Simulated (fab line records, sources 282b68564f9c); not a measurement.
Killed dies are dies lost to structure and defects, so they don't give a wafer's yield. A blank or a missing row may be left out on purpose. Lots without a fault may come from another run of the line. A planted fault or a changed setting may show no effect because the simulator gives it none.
Problem report in the 8D (eight disciplines) form, filled by code | flow rit_cmos | the parts of the form that need people (team, actions taken, sign-off) are left out

1. THE PROBLEM
killed_at_M0_to_M3 at RIT_M1_PROBE_99 reads a mean of 256.3 on 6 wafers of 2 lots; wafers without a fault read 0.0 with a standard deviation of 0.16. That is +99 or more standard deviations from the usual mean.
First seen on wafer L354.1, day 7 03:30, on prober-01. The record holds 18 wafers of 6 lots with a number at this step. Rule for "out", or "out of limits": more than 4 standard deviations from the usual mean. The other wafers with a number count as sound.

2. WHAT IT IS AND WHAT IT IS NOT
question                    | is                                                                                                                     | is not
which readings at this step | killed_at_M0_to_M3, defect_limited_yield, killed_dies, killed_on_rim, sort_bin_5_function, sort_n_pass, sort_yield_pct | killed_at_contacts, killed_at_front_end, killed_short, sort_bin_6_memory
which lots                  | L354, L355                                                                                                             | L338, L341, L348, L358
which wafers of those lots  | all that have a number                                                                                                 | -
read on which tools         | prober-01, prober-02                                                                                                   | -
when                        | from day 7 03:30                                                                                                       | up to then (9 sound wafers); but 3 sound wafers of L358 came after

3. SUSPECTS, AND WHAT RULES EACH OUT
Counting: a tool at a process step up to the reading stays a suspect if it ran every lot that is out and no sound lot after the first of them.
- litho_track-01 at RIT_M1_COAT_04 (resist thk 1300 nm): kept. It ran every lot that is out, first L354 (day 7 00:07), and no sound lot after that.
Left after counting: litho_track-01 at RIT_M1_COAT_04.

4. THE CAUSE (what the simulator had put in)
Skipped step whole: litho_track-01, from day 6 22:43 on, at RIT_M1_COAT_04. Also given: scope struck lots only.
Counting left only this tool.

5. THE CHAIN OF EFFECTS, in route order
Each row: a reading whose mean over the struck wafers that have a number lies more than 3 standard deviations from the usual. Only readings for which the record gives a usual standard deviation are gone through. hours: the time from each lot's start at the first step in this table that gives one to its start at this step, as a median over the lots. sigmas: the change in usual standard deviations.
hours | step            | reading              | usual  | on struck wafers | change | sigmas
0     | RIT_M1_PROBE_99 | defect_limited_yield | 97.4 % | 0.0              | -97.4  | -81
0     | RIT_M1_PROBE_99 | killed_at_M0_to_M3   | 0.0    | 256.3            | +256.3 | +99 or more
0     | RIT_M1_PROBE_99 | killed_dies          | 7      | 264              | +257   | +80
0     | RIT_M1_PROBE_99 | killed_on_rim        | 2.0    | 70.0             | +68.0  | +45
0     | RIT_M1_PROBE_99 | sort_bin_5_function  | 1.6 %  | 98.9             | +97.3  | +99 or more
0     | RIT_M1_PROBE_99 | sort_n_pass          | 257    | 0                | -257   | -80
0     | RIT_M1_PROBE_99 | sort_yield_pct       | 97.4 % | 0.0              | -97.4  | -81
The process steps in it:
- RIT_M1_PROBE_99
Readings that are blank on the struck wafers while sound wafers have them: chill_plate_temp_C at RIT_M1_COAT_04; dispense_pressure_kPa at RIT_M1_COAT_04; cd_nm at RIT_M1_CD_MEAS_09.

6. WHAT WOULD HAVE CAUGHT IT SOONER
In this record the first reading out of limits was taken at day 7 03:30, 5 hours after the fault began at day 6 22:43.
Between RIT_M1_COAT_04 and RIT_M1_PROBE_99, RIT_M1_CD_MEAS_09 gave no cd_nm on the struck wafers, where sound wafers have one: a measuring or inspecting step that comes back empty is itself a sign.
At RIT_M1_COAT_04 the tool's readings are blank on the struck wafers, where sound wafers have them: an empty tool record is the first sign, and it was there at once.
Of the lots that are out (2), L355 began RIT_M1_COAT_04 on litho_track-01 after day 7 03:30. A hold on the tool at that time would have spared it.
